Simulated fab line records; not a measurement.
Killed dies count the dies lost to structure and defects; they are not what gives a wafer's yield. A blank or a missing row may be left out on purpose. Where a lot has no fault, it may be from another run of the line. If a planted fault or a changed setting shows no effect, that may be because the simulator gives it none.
fab line records	flow rit-cmos
[record] lots = 5	wafers = 23
route steps=202 shown GATE@88 NLDD@111 NSD@139 PSD@150 SDANNEAL@155 SILICIDE@162 CONTACT@168
start-h: hours from the record's opening day to when the first of the lot's shown wafers began	wait-h: hours from the lot's prior step to this one	" unchanged from the row above	L1.1+2: several wafers, shown together as one row	- no value present, or no start provided	* or withheld: withheld	< > ~ a bound
route shown NAME@n: a module of which the file shows steps, and the number in the route of the first	usual: mean/standard deviation taken from wafers without a fault	same: alike in all rows	chamber/n: place in a boat	sites: readings site by site	_std_site: the standard deviation of these	_edge_site: inner sites' mean taken away from outer sites' mean	radius-mm: for every site, how far away it sits from the centre of the wafer	mask NAME#n: copy n	behind: the last tool/chamber to shape the wafer	hold: reason for holding the lot/hours on hold/outcome of the hold	device: transistor that didn't switch, given as n, p or np	end of line: at the end of the route, the tests of the same wafers	a step without rows: its recipe alone	killed: not the wafer's yield, but the dies lost to structure and defects at the first sort	map: a wafer's dies, marking killed ones x, the rest . and places with no die _
set.NAME: setting as actually run; set.NAME@STEP: the setting as run at that earlier step	model.NAME: the simulator's own value behind a step, which no gauge read
lots with deliberately changed settings; one table per step, one row per wafer
[[steps]]
[step RIT_GATE_SOFTBAKE_12]
[recipe] resist = NOVOLAK	temp-c = 90	time-s = 60
lot.wafer	tool	chamber	start-h	wait-h	set.temp-c
L074.1+2+4+5+6	litho-track-01	0	38.81	0.1	90
L078.1+6	litho-track-01	0	56.00	0.1	86.68
L078.2+3+4	"	0	"	"	90
L079.2+3	litho-track-04	0	60.99	0.1	92.4
L079.4+5+6	"	0	"	"	90
L084.1+4+5	litho-track-04	0	88.45	0.1	90
L085.2+5	litho-track-04	0	93.10	0.1	88.5
L085.3+4+6	"	0	"	"	90
[step RIT_GATE_EXPOSE_13]
[recipe] mask-id = M6	na = 0.6	source-shape = conventional	sigma-outer = 0.6	target-cd-nm = 150	dose-mj = 380
[step RIT_GATE_PEB_14]
[recipe] resist = NOVOLAK	temp-c = withheld	time-s = withheld
[step RIT_GATE_DEVELOP_15]
[recipe] resist = NOVOLAK	develop-time-s = 50	dev-temp-c = 23.58
lot.wafer	tool	chamber	start-h	wait-h	set.temp-c@GATE_SOFTBAKE_12	model.NOVOLAK_of_GATE_COAT_11.thk-nm
L074.1	litho-track-01	0	-	-	90	858.8
L074.2	"	0	"	"	90	858.4
L074.4	"	0	"	"	90	858.7
L074.5	"	0	"	"	90	858.9
L074.6	"	0	"	"	90	857.7
L078.1	litho-track-04	0	-	-	86.68	867.3
L078.2+3	"	0	"	"	90	855.7
L078.4	"	0	"	"	90	856.4
L078.6	"	0	"	"	86.68	862.9
L079.2	litho-track-02	0	-	-	92.4	850
L079.3	"	0	"	"	92.4	849.4
L079.4	"	0	"	"	90	856.7
L079.5	"	0	"	"	90	854.8
L079.6	"	0	"	"	90	856
L084.1	litho-track-01	0	-	-	90	861.1
L084.4	"	0	"	"	90	861.9
L084.5	"	0	"	"	90	858.5
L085.2	litho-track-04	0	-	-	88.5	861.2
L085.3	"	0	"	"	90	860.2
L085.4	"	0	"	"	90	860.5
L085.5	"	0	"	"	88.5	860.4
L085.6	"	0	"	"	90	857.2
[step RIT_GATE_HARDBAKE_18]
[recipe] resist = NOVOLAK	temp-c = 140	time-s = 60
[step RIT_GATE_ETCH_19]
[recipe] chemistry = SF6/CHF3/O2	time-s = 165	SF6_flow_sccm = 30	CHF3_flow_sccm = 30	O2_flow_sccm = 5	target = poly-Si	pressure-mtorr = 40	rf-w = 160	target-depth-a = 3125	over-etch-frac = 0.25	stop-on = SiO2
lot.wafer	tool	chamber	start-h	wait-h	set.pressure-mtorr@GATE_CVD_08	model.GATE.feature-depth-nm	model.etch.depth-nm
L074.1	rie-si-02	3	39.66	0.1	340.6	271.6	271.6
L074.2	"	0	"	"	340.6	271.5	271.5
L074.4	"	2	"	"	340.6	269.7	269.7
L074.5	"	2	"	"	340.6	270.3	270.3
L074.6	"	1	"	"	340.6	271.3	271.3
L078.1	rie-si-02	2	57.13	0.1	322.8	262.5	262.5
L078.2	"	0	"	"	322.8	261.5	261.5
L078.3	"	1	"	"	322.8	263	263
L078.4	"	3	"	"	322.8	262	262
L078.6	"	0	"	"	322.8	261.4	261.4
L079.2	rie-si-01	1	62.03	0.1	255.3	236.6	236.6
L079.3	"	0	"	"	255.3	234.2	234.2
L079.4+5	"	2,0	"	"	255.3	235.4	235.4
L079.6	"	3	"	"	255.3	236.2	236.2
L084.1	rie-si-02	1	89.30	0.1	300	244.4	244.4
L084.4	"	2	"	"	300	245.9	245.9
L084.5	"	0	"	"	300	246.6	246.6
L085.2	rie-si-01	3	94.06	0.1	272.7	234.6	234.6
L085.3	"	1	"	"	272.7	234.4	234.4
L085.4	"	0	"	"	272.7	235.3	235.3
L085.5	"	1	"	"	272.7	234.3	234.3
L085.6	"	0	"	"	272.7	235.1	235.1
[step RIT_NLDD_IMPLANT_08]
[recipe] species = P	energy-kev = 20	dose-cm2 = 5e+14	tilt-deg = 7
lot.wafer	tool	chamber	start-h	wait-h	set.energy-kev	model.implant.rp-nm	model.implant.drp-nm
L074.1+2+4+5+6	implanter-01	0	44.08	0.1	20	27.41	12.97
L078.1+4+6	implanter-02	0	62.15	0.1	19.36	27.21	12.72
L078.2+3	"	0	"	"	20	27.82	12.97
L079.2+4	implanter-02	0	67.37	0.1	21.19	29.49	13.43
L079.3+5+6	"	0	"	"	20	28.36	12.97
L084.1+4+5	implanter-02	0	94.07	0.1	20	28.02	12.97
L085.2+3	implanter-01	0	99.61	0.1	20	27.89	12.97
L085.4+5+6	"	0	"	"	19.66	27.57	12.84
[step RIT_NSD_IMPLANT_08]
[recipe] species = P	energy-kev = 25	dose-cm2 = 1e+15	tilt-deg = 7
lot.wafer	tool	chamber	start-h	wait-h	set.energy-kev	model.implant.rp-nm	model.implant.drp-nm
L074.1+2+4+5+6	implanter-03	0	49.41	0.1	25	34.19	14.84
L078.1+2+4	implanter-03	0	67.62	0.1	25	32.29	14.84
L078.3+6	"	0	"	"	23.63	31.08	14.34
L079.2+5+6	implanter-04	0	72.85	0.1	25.48	33.1	15.01
L079.3+4	"	0	"	"	25	32.67	14.84
L084.1+4+5	implanter-03	0	99.69	0.1	25	32.14	14.84
L085.2+5+6	implanter-03	0	105.20	0.1	25	32.26	14.84
L085.3+4	"	0	"	"	26.2	33.3	15.26
[step RIT_NSD_STRIP_09]
[recipe] chemistry = O2	time-s = 180	resist = NOVOLAK	platen-temp-c = withheld	power-w = 500	pressure-mtorr = 4000	o2-flow-sccm = 4000
[step RIT_NSD_TW_MEAS_10]
[usual] NSD_TW = 3111/20
lot.wafer	tool	chamber	start-h	wait-h	set.energy-kev@NSD_IMPLANT_08	NSD_TW
L074.1	film-metro-04	-	49.74	0.1	25	3134
L074.2	"	-	"	"	25	3129
L074.4	"	-	"	"	25	3110
L074.5	"	-	"	"	25	3122
L074.6	"	-	"	"	25	3125
L078.1	film-metro-03	-	67.95	0.1	25	3121
L078.2	"	-	"	"	25	3130
L078.3	"	-	"	"	23.63	3100
L078.4	"	-	"	"	25	3129
L078.6	"	-	"	"	23.63	3086
L079.2	film-metro-04	-	73.16	0.1	25.48	3138
L079.3	"	-	"	"	25	3122
L079.4	"	-	"	"	25	3116
L079.5	"	-	"	"	25.48	3137
L079.6	"	-	"	"	25.48	3132
L084.1	film-metro-03	-	100.01	0.1	25	3139
L084.4	"	-	"	"	25	3129
L084.5	"	-	"	"	25	3130
L085.2	film-metro-04	-	105.51	0.1	25	3106
L085.3	"	-	"	"	26.2	3155
L085.4	"	-	"	"	26.2	3144
L085.5	"	-	"	"	25	3114
L085.6	"	-	"	"	25	3099
[step RIT_PSD_IMPLANT_08]
[recipe] species = BF2	energy-kev = 27	dose-cm2 = 5e+15	tilt-deg = 7
lot.wafer	tool	chamber	start-h	wait-h	set.energy-kev	model.implant.rp-nm	model.implant.drp-nm
L074.1+4	implanter-04	0	51.01	0.1	27.54	22.19	12.21
L074.2+5+6	"	0	"	"	27	21.84	12.05
L078.1+2	implanter-03	0	69.07	0.1	27	22.03	12.05
L078.3+4+6	"	0	"	"	25.46	21.02	11.56
L079.2+3+6	implanter-03	0	74.39	0.1	27	21.39	12.05
L079.4+5	"	0	"	"	27.45	21.67	12.19
L084.1+4+5	implanter-03	0	101.32	0.1	27	22.49	12.05
L085.2+4+5	implanter-01	0	106.75	0.1	26.53	22.15	11.9
L085.3+6	"	0	"	"	27	22.46	12.05
[step RIT_PSD_STRIP_09]
[recipe] chemistry = O2	time-s = 180	resist = NOVOLAK	platen-temp-c = withheld	power-w = 500	pressure-mtorr = 4000	o2-flow-sccm = 4000
[step RIT_SDANNEAL_CLEAN_02]
[recipe] chemistry = SC2	mix = 3:3:50	time-s = 600	temp-c = 75	dry = n2-spin
[step RIT_SDANNEAL_RTA_03]
[recipe] temp-c = 1050	time-s = 5	idle-temp-c = 600	ramp-up-c-per-s = 342	ramp-down-c-per-s = 171	cool-to-c = 600	ambient = N2
[step RIT_SDANNEAL_RS_MEAS_04]
[recipe] thk-meas-gauge = four-point-probe
[usual] PSD_RS = 115.9/0.3
lot.wafer	tool	chamber	start-h	wait-h	set.energy-kev@PSD_IMPLANT_08	PSD_RS[ohm/sq]
L074.1	film-metro-04	-	51.85	0.0	27.54	115.4
L074.2	"	-	"	"	27	116.3
L074.4	"	-	"	"	27.54	115.3
L074.5	"	-	"	"	27	116.5
L074.6	"	-	"	"	27	116.0
L078.1	film-metro-03	-	69.88	0.0	27	115.6
L078.2	"	-	"	"	27	115.8
L078.3	"	-	"	"	25.46	119.3
L078.4	"	-	"	"	25.46	119.7
L078.6	"	-	"	"	25.46	119.1
L079.2	film-metro-03	-	75.20	0.1	27	115.8
L079.3	"	-	"	"	27	116.0
L079.4	"	-	"	"	27.45	114.4
L079.5	"	-	"	"	27.45	114.8
L079.6	"	-	"	"	27	115.9
L084.1	film-metro-01	-	102.13	0.0	27	116.1
L084.4	"	-	"	"	27	116.4
L084.5	"	-	"	"	27	116.4
L085.2	film-metro-01	-	107.59	0.1	26.53	117.3
L085.3	"	-	"	"	27	116.4
L085.4	"	-	"	"	26.53	117.0
L085.5	"	-	"	"	26.53	117.2
L085.6	"	-	"	"	27	116.3
[step RIT_SILICIDE_SPUTTER_01]
[recipe] material = Ti	target-thk-nm = 30	power-w = 350	chamber-pressure-pa = 0.667	gas = Ar	time-s = 240	substrate-temp-c = 25
lot.wafer	tool	chamber	start-h	wait-h	set.power-w	model.Ti_of_SILICIDE_SPUTTER_01.thk-nm
L074.1	pvd-sputter-01	-	52.35	0.0	319	27.33
L074.2	"	-	"	"	319	26.99
L074.4	"	-	"	"	319	27.2
L074.5	"	-	"	"	350	29.84
L074.6	"	-	"	"	350	29.95
L078.1	pvd-sputter-03	-	70.37	0.0	350	30.21
L078.2	"	-	"	"	350	29.98
L078.3	"	-	"	"	350	30.13
L078.4	"	-	"	"	350	30.31
L078.6	"	-	"	"	350	30.06
L079.2	pvd-sputter-02	-	75.67	0.0	350	30.21
L079.3	"	-	"	"	350	30.43
L079.4	"	-	"	"	350	30.01
L079.5	"	-	"	"	350	30.25
L079.6	"	-	"	"	350	30.18
L084.1	pvd-sputter-01	-	102.63	0.0	350	30.25
L084.4	"	-	"	"	350	29.92
L084.5	"	-	"	"	350	30.27
L085.2	pvd-sputter-03	-	108.06	0.0	331.3	28.1
L085.3	"	-	"	"	331.3	28.29
L085.4	"	-	"	"	331.3	27.9
L085.5	"	-	"	"	350	29.41
L085.6	"	-	"	"	350	29.91
[step RIT_SILICIDE_RS_MEAS_02]
[recipe] thk-meas-gauge = four-point-probe	reads = Ti_of_SILICIDE_SPUTTER_01
[usual] SILICIDE_TI_RS = 47.9/0.43
lot.wafer	tool	chamber	start-h	wait-h	set.power-w@SILICIDE_SPUTTER_01	SILICIDE_TI_RS[ohm/sq]
L074.1	film-metro-03	-	52.50	0.1	319	53.8
L074.2	"	-	"	"	319	54.5
L074.4	"	-	"	"	319	54.0
L074.5	"	-	"	"	350	48.2
L074.6	"	-	"	"	350	48.0
L078.1	film-metro-02	-	70.52	0.1	350	47.4
L078.2	"	-	"	"	350	47.9
L078.3	"	-	"	"	350	47.6
L078.4	"	-	"	"	350	47.2
L078.6	"	-	"	"	350	47.7
L079.2	film-metro-01	-	75.84	0.1	350	47.5
L079.3	"	-	"	"	350	47.1
L079.4	"	-	"	"	350	47.9
L079.5	"	-	"	"	350	47.5
L079.6	"	-	"	"	350	47.6
L084.1	film-metro-01	-	102.78	0.1	350	47.5
L084.4	"	-	"	"	350	48.1
L084.5	"	-	"	"	350	47.4
L085.2	film-metro-02	-	108.23	0.1	331.3	51.9
L085.3	"	-	"	"	331.3	51.4
L085.4	"	-	"	"	331.3	52.4
L085.5	"	-	"	"	350	49.0
L085.6	"	-	"	"	350	48.0
[step RIT_SILICIDE_THK_MEAS_03]
[recipe] thk-meas-gauge = xrf	reads = Ti_of_SILICIDE_SPUTTER_01
[usual] SILICIDE_TI_THK = 29.9/0.36
lot.wafer	tool	chamber	start-h	wait-h	set.power-w@SILICIDE_SPUTTER_01	SILICIDE_TI_THK[nm]
L074.1	film-metro-03	-	52.62	0.1	319	27.0
L074.2	"	-	"	"	319	26.7
L074.4	"	-	"	"	319	26.9
L074.5	"	-	"	"	350	29.5
L074.6	"	-	"	"	350	29.7
L078.1	film-metro-02	-	70.64	0.1	350	30.3
L078.2	"	-	"	"	350	30.0
L078.3	"	-	"	"	350	30.1
L078.4	"	-	"	"	350	30.3
L078.6	"	-	"	"	350	30.1
L079.2	film-metro-01	-	75.95	0.1	350	30.2
L079.3	"	-	"	"	350	30.2
L079.4	"	-	"	"	350	30.0
L079.5	"	-	"	"	350	30.2
L079.6	"	-	"	"	350	30.3
L084.1	film-metro-01	-	102.90	0.1	350	30.4
L084.4	"	-	"	"	350	30.0
L084.5	"	-	"	"	350	30.5
L085.2	film-metro-02	-	108.34	0.1	331.3	28.1
L085.3	"	-	"	"	331.3	28.2
L085.4	"	-	"	"	331.3	27.9
L085.5	"	-	"	"	350	29.3
L085.6	"	-	"	"	350	29.9
[step RIT_CONTACT_CVD_00]
[recipe] material = SiO2	target-thk-nm = 400	precursor = TEOS	temp-c = 390	time-s = 61	rf-w = 400
lot.wafer	tool	chamber	start-h	wait-h	set.time-s	model.SiO2_of_CONTACT_CVD_00.thk-nm
L074.1	pecvd-01	0	52.86	0.1	61	390.9
L074.2	"	2	"	"	61	388.6
L074.4	"	2	"	"	61	394.5
L074.5	"	1	"	"	61	399.9
L074.6	"	0	"	"	61	397.4
L078.1	pecvd-04	0	70.87	0.1	52.8	334.9
L078.2	"	2	"	"	61	392.4
L078.3	"	1	"	"	61	386.3
L078.4	"	0	"	"	61	401.3
L078.6	"	1	"	"	52.8	334.8
L079.2	pecvd-02	2	76.18	0.0	61	395.5
L079.3	"	1	"	"	67.7	436.7
L079.4	"	1	"	"	67.7	442.6
L079.5	"	0	"	"	67.7	444.5
L079.6	"	2	"	"	61	405.3
L084.1	pecvd-04	0	103.13	0.1	61	401.1
L084.4	"	0	"	"	61	399.5
L084.5	"	1	"	"	61	391.9
L085.2	pecvd-02	2	108.57	0.0	61	397
L085.3	"	1	"	"	61	396.2
L085.4	"	0	"	"	56.99	375.6
L085.5	"	2	"	"	56.99	376.1
L085.6	"	1	"	"	61	403
[step RIT_CONTACT_THK_MEAS_01]
[recipe] reads = SiO2_of_CONTACT_CVD_00
[usual] CONTACT_TEOS_THK = 397/5.7
lot.wafer	tool	chamber	start-h	wait-h	set.time-s@CONTACT_CVD_00	CONTACT_TEOS_THK[nm]
L074.1	film-metro-04	-	52.91	0.0	61	391
L074.2	"	-	"	"	61	388
L074.4	"	-	"	"	61	395
L074.5	"	-	"	"	61	400
L074.6	"	-	"	"	61	397
L078.1	film-metro-04	-	70.93	0.0	52.8	335
L078.2	"	-	"	"	61	392
L078.3	"	-	"	"	61	386
L078.4	"	-	"	"	61	401
L078.6	"	-	"	"	52.8	335
L079.2	film-metro-02	-	76.24	0.0	61	395
L079.3	"	-	"	"	67.7	437
L079.4	"	-	"	"	67.7	443
L079.5	"	-	"	"	67.7	445
L079.6	"	-	"	"	61	405
L084.1	film-metro-04	-	103.18	0.0	61	401
L084.4	"	-	"	"	61	399
L084.5	"	-	"	"	61	392
L085.2	film-metro-04	-	108.63	0.0	61	397
L085.3	"	-	"	"	61	396
L085.4	"	-	"	"	56.99	376
L085.5	"	-	"	"	56.99	377
L085.6	"	-	"	"	61	403
[step RIT_CONTACT_DEVELOP_07]
[recipe] resist = NOVOLAK	develop-time-s = 120	dev-temp-c = 23
lot.wafer	tool	chamber	start-h	wait-h	set.develop-time-s
L074.1+5	litho-track-01	0	-	-	134.3
L074.2+4+6	"	0	"	"	120
L078.1+3+6	litho-track-03	0	-	-	120
L078.2+4	"	0	"	"	137.5
L079.2+3+5	litho-track-04	0	-	-	131.3
L079.4+6	"	0	"	"	120
L084.1+4+5	litho-track-01	0	-	-	120
L085.2+3+4+5+6	litho-track-03	0	-	-	120
[step RIT_CONTACT_CD_MEAS_08]
[recipe] target-cd-nm = 1000
[usual] cd-nm = 999.3/2.2
lot.wafer	tool	chamber	start-h	wait-h	set.develop-time-s@CONTACT_DEVELOP_07	cd-nm
L074.1	cd-sem-01	-	53.93	-	134.3	1009.8
L074.2	"	-	"	"	120	999.9
L074.4	"	-	"	"	120	1001.6
L074.5	"	-	"	"	134.3	1011.5
L074.6	"	-	"	"	120	1000.3
L078.1	cd-sem-01	-	72.29	-	120	1000.4
L078.2	"	-	"	"	137.5	1013.0
L078.3	"	-	"	"	120	1003.4
L078.4	"	-	"	"	137.5	1013.2
L078.6	"	-	"	"	120	1000.0
L079.2	cd-sem-01	-	77.40	-	131.3	1008.4
L079.3	"	-	"	"	131.3	1008.1
L079.4	"	-	"	"	120	1003.1
L079.5	"	-	"	"	131.3	1007.2
L079.6	"	-	"	"	120	1001.7
L084.1	cd-sem-01	-	104.33	-	120	997.5
L084.4	"	-	"	"	120	998.9
L084.5	"	-	"	"	120	996.7
L085.2	cd-sem-02	-	109.79	-	120	998.5
L085.3	"	-	"	"	120	998.4
L085.4	"	-	"	"	120	1000.8
L085.5	"	-	"	"	120	1000.3
L085.6	"	-	"	"	120	1002.7
[step RIT_CONTACT_ETCH_11]
[recipe] target-depth-a = 4800	over-etch-frac = 0.2	stop-on = TiSi2	chemistry = CHF3/CF4/Ar	target = SiO2	CHF3_flow_sccm = 50	cf4-flow-sccm = 10	Ar_flow_sccm = 100	O2_flow_sccm = 5	pressure-mtorr = 100	rf-w = 200	time-s = 320
lot.wafer	tool	chamber	start-h	wait-h	set.time-s	set.time-s@CONTACT_CVD_00	set.develop-time-s@CONTACT_DEVELOP_07	model.CONTACT.cd-nm	model.etch.depth-nm
L074.1	rie-diel-04	0	54.24	0.1	295	61	134.3	1009	390.9
L074.2	"	2	"	"	320	61	120	1000	388.6
L074.4	"	3	"	"	295	61	120	1001	394.5
L074.5	"	1	"	"	320	61	134.3	1012	399.9
L074.6	"	2	"	"	295	61	120	1000	397.4
L078.1	rie-diel-04	3	72.60	0.1	291.3	52.8	120	999.9	334.9
L078.2	"	0	"	"	320	61	137.5	1013	392.4
L078.3	"	1	"	"	320	61	120	1004	386.3
L078.4	"	2	"	"	291.3	61	137.5	1013	401.3
L078.6	"	2	"	"	291.3	52.8	120	-	334.8
L079.2	rie-diel-01	3	77.68	0.1	306.8	61	131.3	1008	395.5
L079.3	"	0	"	"	320	67.7	131.3	1008	436.7
L079.4	"	2	"	"	306.8	67.7	120	1002	442.6
L079.5	"	2	"	"	320	67.7	131.3	1007	444.5
L079.6	"	1	"	"	306.8	61	120	1002	405.3
L084.1	rie-diel-04	0	104.64	0.1	320	61	120	997.8	401.1
L084.4	"	1	"	"	320	61	120	999.3	399.5
L084.5	"	3	"	"	320	61	120	996.1	391.9
L085.2	rie-diel-01	1	110.08	0.1	320	61	120	998.6	397
L085.3	"	2	"	"	320	61	120	997.8	396.2
L085.4	"	0	"	"	342.3	56.99	120	1001	375.6
L085.5	"	1	"	"	320	56.99	120	1000	376.1
L085.6	"	0	"	"	342.3	61	120	1002	403
[step RIT_CONTACT_STRIP_12]
[recipe] chemistry = O2	time-s = 180	resist = NOVOLAK	platen-temp-c = withheld	power-w = 500	pressure-mtorr = 4000	o2-flow-sccm = 4000
[step RIT_CONTACT_CD_MEAS_90]
[recipe] target-cd-nm = 1000
[usual] cd-nm = 999.3/2.3
lot.wafer	tool	chamber	start-h	wait-h	set.develop-time-s@CONTACT_DEVELOP_07	cd-nm
L074.1	cd-sem-01	-	54.61	0.1	134.3	1009.3
L074.2	"	-	"	"	120	1000.2
L074.4	"	-	"	"	120	1001.4
L074.5	"	-	"	"	134.3	1011.7
L074.6	"	-	"	"	120	1000.3
L078.1	cd-sem-02	-	72.97	0.1	120	999.7
L078.2	"	-	"	"	137.5	1012.6
L078.3	"	-	"	"	120	1003.6
L078.4	"	-	"	"	137.5	1013.5
L078.6	"	-	"	"	120	1000.3
L079.2	cd-sem-01	-	78.07	0.1	131.3	1008.4
L079.3	"	-	"	"	131.3	1007.5
L079.4	"	-	"	"	120	1002.7
L079.5	"	-	"	"	131.3	1007.1
L079.6	"	-	"	"	120	1002.0
L084.1	cd-sem-02	-	105.01	0.1	120	998.1
L084.4	"	-	"	"	120	999.0
L084.5	"	-	"	"	120	996.5
L085.2	cd-sem-02	-	110.47	0.1	120	998.5
L085.3	"	-	"	"	120	997.9
L085.4	"	-	"	"	120	1000.9
L085.5	"	-	"	"	120	1000.4
L085.6	"	-	"	"	120	1002.3
[[key]]
[split] step = RIT_GATE_SOFTBAKE_12	setting = temp-c	stated = 90	by = wafer
[response] step = RIT_GATE_DEVELOP_15	reading = model.NOVOLAK_of_GATE_COAT_11.thk-nm	change = -2.24	per = 1%	r = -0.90
[split] step = RIT_NLDD_IMPLANT_08	setting = energy-kev	stated = 20	by = wafer
[response] step = RIT_NLDD_IMPLANT_08	reading = model.implant.rp-nm	change = +0.19	per = 1%	r = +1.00
[response] step = RIT_NLDD_IMPLANT_08	reading = model.implant.drp-nm	change = +0.0777	per = 1%	r = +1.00
[split] step = RIT_NSD_IMPLANT_08	setting = energy-kev	stated = 25	by = wafer
[response] step = RIT_NSD_IMPLANT_08	reading = model.implant.rp-nm	change = +0.219	per = 1%	r = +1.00
[response] step = RIT_NSD_IMPLANT_08	reading = model.implant.drp-nm	change = +0.0897	per = 1%	r = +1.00
[response] step = RIT_NSD_TW_MEAS_10	reading = NSD_TW	change = +7.48	per = 1%	r = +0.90
[split] step = RIT_PSD_IMPLANT_08	setting = energy-kev	stated = 27	by = wafer
[response] step = RIT_PSD_IMPLANT_08	reading = model.implant.rp-nm	change = +0.177	per = 1%	r = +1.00
[response] step = RIT_PSD_IMPLANT_08	reading = model.implant.drp-nm	change = +0.0854	per = 1%	r = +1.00
[response] step = RIT_SDANNEAL_RS_MEAS_04	reading = PSD_RS	change = -0.621	per = 1%	r = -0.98
[split] step = RIT_SILICIDE_SPUTTER_01	setting = power-w	stated = 350	by = wafer
[response] step = RIT_SILICIDE_SPUTTER_01	reading = model.Ti_of_SILICIDE_SPUTTER_01.thk-nm	change = +0.304	per = 1%	r = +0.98
[response] step = RIT_SILICIDE_RS_MEAS_02	reading = SILICIDE_TI_RS	change = -0.666	per = 1%	r = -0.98
[response] step = RIT_SILICIDE_THK_MEAS_03	reading = SILICIDE_TI_THK	change = +0.302	per = 1%	r = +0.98
[split] step = RIT_CONTACT_CVD_00	setting = time-s	stated = 61	by = wafer
[response] step = RIT_CONTACT_CVD_00	reading = model.SiO2_of_CONTACT_CVD_00.thk-nm	change = +4.02	per = 1%	r = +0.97
[response] step = RIT_CONTACT_THK_MEAS_01	reading = CONTACT_TEOS_THK	change = +4.02	per = 1%	r = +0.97
[response] step = RIT_CONTACT_ETCH_11	reading = model.etch.depth-nm	change = +4.02	per = 1%	r = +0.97
[split] step = RIT_CONTACT_DEVELOP_07	setting = develop-time-s	stated = 120	by = wafer
[response] step = RIT_CONTACT_CD_MEAS_08	reading = cd-nm	change = +0.775	per = 1%	r = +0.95
[response] step = RIT_CONTACT_ETCH_11	reading = model.CONTACT.cd-nm	change = +0.752	per = 1%	r = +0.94
[response] step = RIT_CONTACT_CD_MEAS_90	reading = cd-nm	change = +0.767	per = 1%	r = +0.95
[split] step = RIT_CONTACT_ETCH_11	setting = time-s	stated = 320	by = wafer
response none clear
split outside-this-file step=RIT_GATE_CVD_08 setting=pressure-mtorr
// split outside-this-file: this setting was split too, and the file shows its column; the key of that split is in another file
